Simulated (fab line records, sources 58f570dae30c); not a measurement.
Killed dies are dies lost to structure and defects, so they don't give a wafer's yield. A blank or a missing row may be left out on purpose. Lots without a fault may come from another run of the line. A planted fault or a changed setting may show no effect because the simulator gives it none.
Which tool did it? | flow berkeley_cmos170 | 13 lots, 39 wafers sampled, at 5 steps of a route of 331

WHAT THE GAUGES READ, wafer by wafer
UCB170_M1_CD_MEAS_09: target cd 700 nm. Usual: cd_nm 699.8 nm, standard deviation 1.7.
lot  | measured     | on        | cd_nm (nm)        | flag
L180 | day 7 14:44  | cd_sem-01 | 697.6 698.6 698.2 |
L183 | day 7 15:40  | cd_sem-02 | 703.3 703.6 702.9 |
L181 | day 7 15:19  | cd_sem-01 | 700.8 701.1 700.1 |
L179 | day 7 16:15  | cd_sem-01 | 697.4 697.0 698.1 |
L182 | day 7 16:32  | cd_sem-02 | 699.1 699.5 699.0 |
L185 | day 8 13:30  | cd_sem-02 | 699.9 699.7 701.1 |
L187 | day 8 15:52  | cd_sem-01 | 699.2 700.0 700.3 |
L184 | day 8 16:35  | cd_sem-01 | 700.3 700.6 701.2 |
L188 | day 9 11:55  | cd_sem-02 | 680.1 675.9 690.1 | OFF
L193 | day 10 09:28 | cd_sem-02 | 698.7 696.6 698.3 |
L199 | day 11 01:49 | cd_sem-01 | 698.3 699.4 698.6 |
L201 | day 11 18:31 | cd_sem-02 | 698.7 697.3 697.5 |
L200 | day 11 18:14 | cd_sem-01 | 699.5 699.6 700.0 |

UCB170_V1_THK_MEAS_04. Usual: V1_POLISHED_THK 1000.1 nm, standard deviation 0.98.
lot  | measured     | on            | V1_POLISHED_THK (nm) | flag
L180 | day 7 20:33  | film_metro-03 | 1000.3 1000.9 999.7  |
L183 | day 7 20:51  | film_metro-04 | 999.9 999.4 998.0    |
L181 | day 7 20:34  | film_metro-02 | 998.3 999.9 998.5    |
L179 | day 7 20:52  | film_metro-02 | 1001.5 999.9 1000.0  |
L182 | day 7 21:10  | film_metro-03 | 1000.8 998.7 1000.8  |
L185 | day 8 18:08  | film_metro-03 | 1000.8 999.8 1000.3  |
L187 | day 8 20:42  | film_metro-04 | 998.6 999.9 999.2    |
L184 | day 8 20:42  | film_metro-03 | 1000.6 1002.9 1001.5 |
L188 | day 9 17:17  | film_metro-04 | 999.1 999.7 999.5    |
L193 | day 10 16:46 | film_metro-02 | 1000.1 1000.7 1000.8 |
L199 | day 11 05:05 | film_metro-02 | 1000.2 1001.8 1000.7 |
L201 | day 11 23:04 | film_metro-03 | 997.7 1000.3 1001.6  |
L200 | day 11 22:45 | film_metro-03 | 999.2 1000.0 999.4   |

WHICH TOOL RAN EACH LOT (tool, then ch and the chambers of the sampled wafers, then the start)
lot  | UCB170_BACKSIDE_STRIP_03             | UCB170_M1_EXPOSE_06               | UCB170_M1_STRIP_13
L180 | plasma_asher-04 ch 0,1, day 7 06:47  | krf_scanner-01 ch 0, day 7 13:53  | plasma_asher-01 ch 0,1, day 7 15:04
L183 | plasma_asher-01 ch 0,1, day 7 06:56  | krf_scanner-01 ch 0, day 7 14:44  | plasma_asher-04 ch 0,1, day 7 16:00
L181 | plasma_asher-04 ch 0,1, day 7 07:14  | krf_scanner-02 ch 0, day 7 14:22  | plasma_asher-04 ch 0,1, day 7 15:37
L179 | plasma_asher-01 ch 0,1, day 7 07:21  | krf_scanner-01 ch 0, day 7 15:08  | plasma_asher-01 ch 0,1, day 7 16:34
L182 | plasma_asher-03 ch 0, day 7 07:23    | krf_scanner-01 ch 0, day 7 15:32  | plasma_asher-04 ch 0,1, day 7 16:50
L185 | plasma_asher-03 ch 0,1, day 8 06:17  | krf_scanner-01 ch 0, day 8 13:07  | plasma_asher-01 ch 0,1, day 8 13:48
L187 | plasma_asher-03 ch 0,1, day 8 07:08  | krf_scanner-01 ch 0, day 8 15:08  | plasma_asher-02 ch 0,1, day 8 16:11
L184 | plasma_asher-04 ch 0,1, day 8 07:47  | krf_scanner-02 ch 0, day 8 15:29  | plasma_asher-02 ch 0,1, day 8 16:54
L188 | plasma_asher-01 ch 0,1, day 9 03:26  | krf_scanner-01 ch 0, day 9 11:06  | plasma_asher-04 ch 0,1, day 9 12:14
L193 | plasma_asher-01 ch 0,1, day 9 21:11  | krf_scanner-02 ch 0, day 10 08:19 | plasma_asher-01 ch 0,1, day 10 09:47
L199 | plasma_asher-01 ch 0,1, day 10 15:56 | krf_scanner-02 ch 0, day 11 01:07 | plasma_asher-01 ch 0,1, day 11 02:07
L201 | plasma_asher-03 ch 0,1, day 11 09:39 | krf_scanner-02 ch 0, day 11 17:59 | plasma_asher-02 ch 0,1, day 11 18:51
L200 | plasma_asher-01 ch 1, day 11 09:41   | krf_scanner-02 ch 0, day 11 17:31 | plasma_asher-01 ch 0,1, day 11 18:32
- UCB170_BACKSIDE_STRIP_03: strips in O2.
- UCB170_M1_EXPOSE_06: exposes mask METAL1, target cd 700 nm.
- UCB170_M1_STRIP_13: strips in O2.

WHAT THE TOOLS THEMSELVES READ (means of the sampled wafers that have a number; where no wafer has one, the mark that the record gives instead)
UCB170_BACKSIDE_STRIP_03. Usual: drypump_motor_current_A 5.7 A, standard deviation 0.4; oes_product_au 0.735 a.u., standard deviation 0.0049; strip_time_to_endpoint_s 21.97 s, standard deviation 0.065.
lot  | tool            | drypump_motor_current_A (A) | oes_product_au (a.u.) | strip_time_to_endpoint_s (s) | flag
L180 | plasma_asher-04 | 6.2                         | 0.733                 | 21.85                        |
L183 | plasma_asher-01 | 5.4                         | 0.732                 | 21.91                        |
L181 | plasma_asher-04 | 6.3                         | 0.736                 | 21.98                        |
L179 | plasma_asher-01 | 5.3                         | 0.731                 | 21.99                        |
L182 | plasma_asher-03 | 5.6                         | 0.739                 | 21.98                        |
L185 | plasma_asher-03 | 5.6                         | 0.733                 | 21.94                        |
L187 | plasma_asher-03 | 5.5                         | 0.740                 | 21.99                        |
L184 | plasma_asher-04 | 6.2                         | 0.734                 | 21.97                        |
L188 | plasma_asher-01 | 5.3                         | 0.733                 | 22.02                        |
L193 | plasma_asher-01 | 5.3                         | 0.734                 | 21.93                        |
L199 | plasma_asher-01 | 5.3                         | 0.734                 | 21.94                        |
L201 | plasma_asher-03 | 5.6                         | 0.733                 | 21.93                        |
L200 | plasma_asher-01 | 5.6                         | 0.731                 | 22.02                        |

UCB170_M1_EXPOSE_06. Usual: exposure_dose_mJ_cm2 20.944, standard deviation 0.025.
lot  | tool           | exposure_dose_mJ_cm2 | flag
L180 | krf_scanner-01 | 20.940               |
L183 | krf_scanner-01 | 20.955               |
L181 | krf_scanner-02 | 20.921               |
L179 | krf_scanner-01 | 20.958               |
L182 | krf_scanner-01 | 20.959               |
L185 | krf_scanner-01 | 20.963               |
L187 | krf_scanner-01 | 20.913               |
L184 | krf_scanner-02 | 20.941               |
L188 | krf_scanner-01 | 20.543               | OFF
L193 | krf_scanner-02 | 20.936               |
L199 | krf_scanner-02 | 20.968               |
L201 | krf_scanner-02 | 20.945               |
L200 | krf_scanner-02 | 20.959               |

UCB170_M1_STRIP_13. Usual: drypump_motor_current_A 5.6 A, standard deviation 0.48; oes_product_au 0.720 a.u., standard deviation 0.0048.
lot  | tool            | drypump_motor_current_A (A) | oes_product_au (a.u.) | flag
L180 | plasma_asher-01 | 5.4                         | 0.722                 |
L183 | plasma_asher-04 | 6.3                         | 0.720                 |
L181 | plasma_asher-04 | 6.2                         | 0.718                 |
L179 | plasma_asher-01 | 5.4                         | 0.720                 |
L182 | plasma_asher-04 | 6.3                         | 0.722                 |
L185 | plasma_asher-01 | 5.5                         | 0.726                 |
L187 | plasma_asher-02 | 5.2                         | 0.721                 |
L184 | plasma_asher-02 | 5.2                         | 0.718                 |
L188 | plasma_asher-04 | 6.3                         | 0.716                 |
L193 | plasma_asher-01 | 5.4                         | 0.724                 |
L199 | plasma_asher-01 | 5.4                         | 0.726                 |
L201 | plasma_asher-02 | 5.5                         | 0.722                 |
L200 | plasma_asher-01 | 5.5                         | 0.719                 |

THE ANSWER, worked out from the rows above alone
Rule: a lot is off if the mean of its wafers that have a number lies more than 3 standard deviations from the usual mean. A lot without any number at a reading at which 4 lots or more have one is off too. The other lots that the step has rows for count as sound. The gauges are gone through in route order, then the tools' own readings, and for those a lot's mean is taken as printed above. The first step at which some lot is off is used, and at that step the reading that is off furthest; a lot without a number counts as furthest.
Off: L188, at UCB170_M1_CD_MEAS_09 (cd_nm).
A tool fits if, at a process step before that reading, it ran every lot that is off, and no sound lot after the first of them. The gauges at UCB170_M1_CD_MEAS_09 aren't tried: what is off there is off at UCB170_M1_EXPOSE_06 too, on other tools, and a gauge's error can't cause that. One fits: krf_scanner-01 at UCB170_M1_EXPOSE_06. Its last sound lot is L187 (day 8 15:08), its first lot that is off L188 (day 9 11:06): a fault that began between those two fits.
The tool's own readings at UCB170_M1_EXPOSE_06 bear it out: on the lots that are off they differ by more than 5 times the standard deviation of the sound lots' means. exposure_dose_mJ_cm2 reads 20.543 there against 20.947 on the sound lots.

WHAT THE SIMULATOR HAD PUT IN
Process parameter drift: krf_scanner-01, from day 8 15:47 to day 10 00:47, at UCB170_M1_EXPOSE_06. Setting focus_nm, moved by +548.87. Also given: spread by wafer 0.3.
Lots struck among those shown: L188. The rule above found the same.
